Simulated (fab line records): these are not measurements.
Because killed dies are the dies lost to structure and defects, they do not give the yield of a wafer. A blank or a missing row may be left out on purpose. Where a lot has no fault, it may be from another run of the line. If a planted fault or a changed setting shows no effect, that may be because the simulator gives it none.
fab line records	flow ritCmos
record lots=15	wafers=45	lastDay=7
route steps=202 shown FOX2@80 GATE@93 REOX@101 NLDD@112
lots that met no fault: taken from a fault-free run of the same line
startH: the number of hours between the record's first day and the start of the first shown wafer of the lot	waitH: hours since the lot's step before	" repeats the value in the row above	L1.1+2: a single row standing in for several wafers	- no value, or no start was given	* or withheld: withheld	< > ~ a bound
route shown NAME@n: a module of which the file shows steps, and the number in the route of the first	usual: mean/standard deviation taken from wafers without a fault	same: alike in all rows	chamber/n: place in a boat	sites: each site's reading	_std_site: the values' standard deviation	_edge_site: the outer-site mean with the inner-site mean subtracted	radiusMm: how far each site lies from the wafer's centre	mask NAME#n: copy n	behind: tool/chamber where the wafer was last shaped	hold: the reason the lot was held/the length of the hold in hours/how it ended	device: whichever transistor did not switch (one of n, p or np)	end of line: the tests these same wafers got at the end of their route	step lacking rows: just its recipe	killed: at the first sort, the dies lost to defects and structure; wafer yield is something else	map: per-die view of a wafer (x killed, . not killed, _ where there is no die)
set.NAME: the setting as run; set.NAME@STEP: as run at that earlier step	model.NAME: the simulator's own value behind a step, which no gauge read
a sample of lots followed through the steps of the route, with each step as a table and each wafer as a row
services: when a tool's chamber went out of use (startH, in hours from the record's first day, below 0 if earlier), for how many hours, and the reason
## steps
# step RIT_FOX2_THK_MEAS_91
# recipe reads=SiO2_of_FOX2_OXIDATION_00
# usual FIELD_OXIDE_LEFT_2_THK=253/8.2
lot.wafer	tool	chamber	startH	waitH	FIELD_OXIDE_LEFT_2_THK[nm]
L554.1	filmMetro-01	-	33.95	0.0	245
L554.4	"	-	"	"	244
L554.5	"	-	"	"	246
L555.1	filmMetro-03	-	37.90	0.0	245
L555.3	"	-	"	"	244
L555.6	"	-	"	"	243
L556.1	filmMetro-02	-	45.34	0.0	250
L556.2	"	-	"	"	248
L556.4	"	-	"	"	249
L557.2	filmMetro-02	-	48.54	0.0	249
L557.3	"	-	"	"	248
L557.5	"	-	"	"	246
L559.1	filmMetro-01	-	58.79	0.0	267
L559.4	"	-	"	"	269
L559.5	"	-	"	"	272
L561.1	filmMetro-03	-	68.89	0.0	265
L561.5	"	-	"	"	265
L561.6	"	-	"	"	257
L562.2	filmMetro-02	-	73.99	0.0	271
L562.4	"	-	"	"	273
L562.5	"	-	"	"	274
L563.1	filmMetro-01	-	80.42	0.0	245
L563.3	"	-	"	"	256
L563.4	"	-	"	"	253
L564.2	filmMetro-01	-	88.40	0.0	248
L564.3	"	-	"	"	248
L564.4	"	-	"	"	247
L565.2	filmMetro-02	-	92.61	0.0	241
L565.5	"	-	"	"	244
L565.6	"	-	"	"	239
L568.1	filmMetro-02	-	105.26	0.0	250
L568.5	"	-	"	"	253
L568.6	"	-	"	"	251
L569.1	filmMetro-03	-	108.19	0.0	247
L569.4	"	-	"	"	248
L569.5	"	-	"	"	248
L570.2	filmMetro-01	-	113.36	0.0	248
L570.3	"	-	"	"	256
L570.4	"	-	"	"	253
L573.3	filmMetro-03	-	128.47	0.0	252
L573.4	"	-	"	"	255
L573.6	"	-	"	"	252
L574.1	filmMetro-02	-	133.19	0.0	257
L574.4	"	-	"	"	261
L574.6	"	-	"	"	259
# step RIT_GATE_OVL_MEAS_17
# usual GATE_OVL=-0.7/1.6
lot.wafer	tool	chamber	startH	waitH	GATE_OVL[nm]
L554.1	overlay-01	-	41.60	0.1	-2.6
L554.4	"	-	"	"	-0.6
L554.5	"	-	"	"	-1.6
L555.1	overlay-02	-	42.09	0.1	-0.9
L555.3	"	-	"	"	-1.7
L555.6	"	-	"	"	-0.6
L556.1	overlay-02	-	49.86	0.1	0.5
L556.2	"	-	"	"	1.6
L556.4	"	-	"	"	0.1
L557.2	overlay-02	-	53.61	0.1	2.5
L557.3	"	-	"	"	2.8
L557.5	"	-	"	"	3.0
L559.1	overlay-02	-	63.90	0.1	0.7
L559.4	"	-	"	"	1.0
L559.5	"	-	"	"	2.3
L561.1	overlay-02	-	77.35	0.1	-0.4
L561.5	"	-	"	"	1.2
L561.6	"	-	"	"	-1.4
L562.2	overlay-02	-	80.15	0.1	-1.0
L562.4	"	-	"	"	0.4
L562.5	"	-	"	"	-0.9
L563.1	overlay-01	-	85.01	0.1	-0.6
L563.3	"	-	"	"	-0.1
L563.4	"	-	"	"	-0.2
L564.2	overlay-02	-	95.02	0.1	-0.9
L564.3	"	-	"	"	-1.0
L564.4	"	-	"	"	0.1
L565.2	overlay-01	-	98.34	0.1	-1.5
L565.5	"	-	"	"	-1.3
L565.6	"	-	"	"	-4.9
L568.1	overlay-02	-	112.79	0.1	-3.0
L568.5	"	-	"	"	-1.5
L568.6	"	-	"	"	-1.0
L569.1	overlay-02	-	113.52	0.1	-2.0
L569.4	"	-	"	"	-1.3
L569.5	"	-	"	"	-0.2
L570.2	overlay-01	-	118.63	0.1	0.2
L570.3	"	-	"	"	-1.2
L570.4	"	-	"	"	-0.1
L573.3	overlay-01	-	133.36	0.1	1.2
L573.4	"	-	"	"	0.4
L573.6	"	-	"	"	2.1
L574.1	overlay-02	-	140.33	0.1	-3.3
L574.4	"	-	"	"	-3.0
L574.6	"	-	"	"	-2.1
# step RIT_REOX_OXIDATION_03
# recipe tempC=904.9	ambient=O2	targetThkA=252	oxTimeS=5580
# usual oxTempC=904.9/0.34	oxTempCMax=909.5/1.4
lot.wafer	tool	chamber	startH	waitH	oxTempC	oxTempCMax
L554.1	furnace-04	0	43.15	0.6	905.0	909.3
L554.4	"	0	"	"	904.5	908.2
L554.5	"	0	"	"	905.5	910.1
L555.1	furnace-04	0	43.15	0.1	904.8	909.0
L555.3	"	0	"	"	904.7	908.5
L555.6	"	0	"	"	905.3	910.6
L556.1	furnace-04	0	50.82	0.0	904.6	907.9
L556.2	"	0	"	"	904.5	909.7
L556.4	"	0	"	"	905.0	908.4
L557.2	furnace-01	0	54.65	0.1	904.7	909.9
L557.3	"	0	"	"	904.6	912.3
L557.5	"	0	"	"	905.5	910.2
L559.1	furnace-04	0	66.41	1.5	905.4	909.9
L559.4	"	0	"	"	905.5	910.9
L559.5	"	0	"	"	904.8	909.9
L561.1	furnace-01	0	78.31	0.0	904.9	910.6
L561.5	"	0	"	"	904.9	912.6
L561.6	"	0	"	"	904.8	913.2
L562.2	furnace-01	0	81.93	0.8	904.7	910.8
L562.4	"	0	"	"	905.0	910.3
L562.5	"	0	"	"	905.2	910.0
L563.1	furnace-01	0	87.73	1.8	904.4	911.4
L563.3	"	0	"	"	904.9	910.1
L563.4	"	0	"	"	905.2	913.3
L564.2	furnace-04	0	96.00	0.0	905.0	909.0
L564.3	"	0	"	"	904.9	909.8
L564.4	"	0	"	"	905.3	909.6
L565.2	furnace-01	0	100.93	1.5	904.7	909.8
L565.5	"	0	"	"	904.7	909.9
L565.6	"	0	"	"	904.6	909.4
L568.1	furnace-04	-	114.49	0.7	-	-
L568.5	"	-	"	"	-	-
L568.6	"	-	"	"	-	-
L569.1	furnace-04	-	114.49	0.0	-	-
L569.4	"	-	"	"	-	-
L569.5	"	-	"	"	-	-
L570.2	furnace-03	-	119.67	0.0	-	-
L570.3	"	-	"	"	-	-
L570.4	"	-	"	"	-	-
L573.3	furnace-04	0	135.16	0.8	905.0	909.5
L573.4	"	0	"	"	904.8	909.5
L573.6	"	0	"	"	905.4	909.2
L574.1	furnace-03	0	143.23	1.9	904.8	908.2
L574.4	"	0	"	"	905.1	908.1
L574.6	"	0	"	"	904.7	907.2
# step RIT_NLDD_STRIP_09
# recipe chemistry=O2	timeS=180	resist=NOVOLAK	platenTempC=withheld	powerW=500	pressureMtorr=4000	o2FlowSccm=4000
# usual drypumpMotorCurrentA=5.46/0.17
lot.wafer	tool	chamber	startH	waitH	drypumpMotorCurrentA	rfHoursCounterH
L554.1	plasmaAsher-04	0	46.95	0.1	5.25	26
L554.4	"	0	"	"	5.26	-
L554.5	"	1	"	"	5.72	-
L555.1	plasmaAsher-01	1	47.07	0.1	5.50	40
L555.3	"	0	"	"	5.38	-
L555.6	"	1	"	"	5.46	-
L556.1	plasmaAsher-01	1	54.74	0.1	5.48	41
L556.2	"	0	"	"	5.42	41
L556.4	"	0	"	"	5.43	-
L557.2	plasmaAsher-04	1	58.45	0.1	5.76	27
L557.3	"	0	"	"	5.25	-
L557.5	"	0	"	"	5.27	-
L559.1	plasmaAsher-03	0	70.20	0.1	5.53	43
L559.4	"	1	"	"	5.33	-
L559.5	"	0	"	"	5.53	-
L561.1	plasmaAsher-03	0	82.11	0.1	5.56	45
L561.5	"	0	"	"	5.54	-
L561.6	"	1	"	"	5.33	-
L562.2	plasmaAsher-03	1	85.80	0.1	5.30	45
L562.4	"	1	"	"	5.31	-
L562.5	"	0	"	"	5.54	-
L563.1	plasmaAsher-01	1	91.69	0.1	5.45	45
L563.3	"	1	"	"	5.46	-
L563.4	"	0	"	"	5.42	-
L564.2	plasmaAsher-04	1	99.95	0.1	5.72	31
L564.3	"	1	"	"	5.76	-
L564.4	"	0	"	"	5.25	-
L565.2	plasmaAsher-04	0	104.87	0.1	5.25	31
L565.5	"	1	"	"	5.73	-
L565.6	"	0	"	"	5.26	-
L573.3	plasmaAsher-01	0	139.02	0.1	5.41	-
L573.4	"	1	"	"	5.46	-
L573.6	"	0	"	"	5.40	-
L574.1	plasmaAsher-04	0	147.17	0.1	5.27	36
L574.4	"	1	"	"	5.70	-
L574.6	"	1	"	"	5.70	-
## services
tool	chamber	startH	hours	kind
furnace-04	-	32.49	3.5	pm
furnace-03	-	62.20	4.2	pm
plasmaAsher-01	-	105.73	1.2	repair
plasmaAsher-01	-	108.75	9.0	pm
plasmaAsher-01	0	108.75	9.0	ventCycle
plasmaAsher-01	1	108.75	9.0	ventCycle
plasmaAsher-01	0	117.75	-	clean
plasmaAsher-01	1	117.75	-	clean
## key
firstSign step=RIT_REOX_OXIDATION_03	reading=toolRecord	direction=missing
effect none on later readings
metAt RIT_REOX_OXIDATION_03
struckLots L568,L569,L570
laterRowsLeftOut L568.1,L568.5,L568.6,L569.1,L569.4,L569.5,L570.2,L570.3,L570.4
sortLeftOut L568.1,L568.5,L568.6,L569.1,L569.4,L569.5,L570.2,L570.3,L570.4
testerLeftOut L568,L569,L570
notActingAt RIT_FOX2_THK_MEAS_91,RIT_GATE_OVL_MEAS_17,RIT_NLDD_STRIP_09
onsetBetween 96.00 114.49
fault kind=skippedStepWhole	tool=furnace-03,furnace-04	chamber=-	onsetH=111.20	steps=RIT_REOX_OXIDATION_03	scope=struckLotsOnly
# testerLeftOut: of these lots the tester's yield and bins aren't shown, on N5 and GAA mostly nor the transistor test; their killed dies are dies lost to structure and defects alone, not to doping, threshold or leakage, so they don't give the yield
# sortLeftOut: the simulated sort isn't trusted on such a fault, so these wafers' sort isn't shown, and their yield isn't known
# laterRowsLeftOut: the simulator's readings of these wafers behind a module that went badly wrong aren't trusted and aren't shown, but for the sort
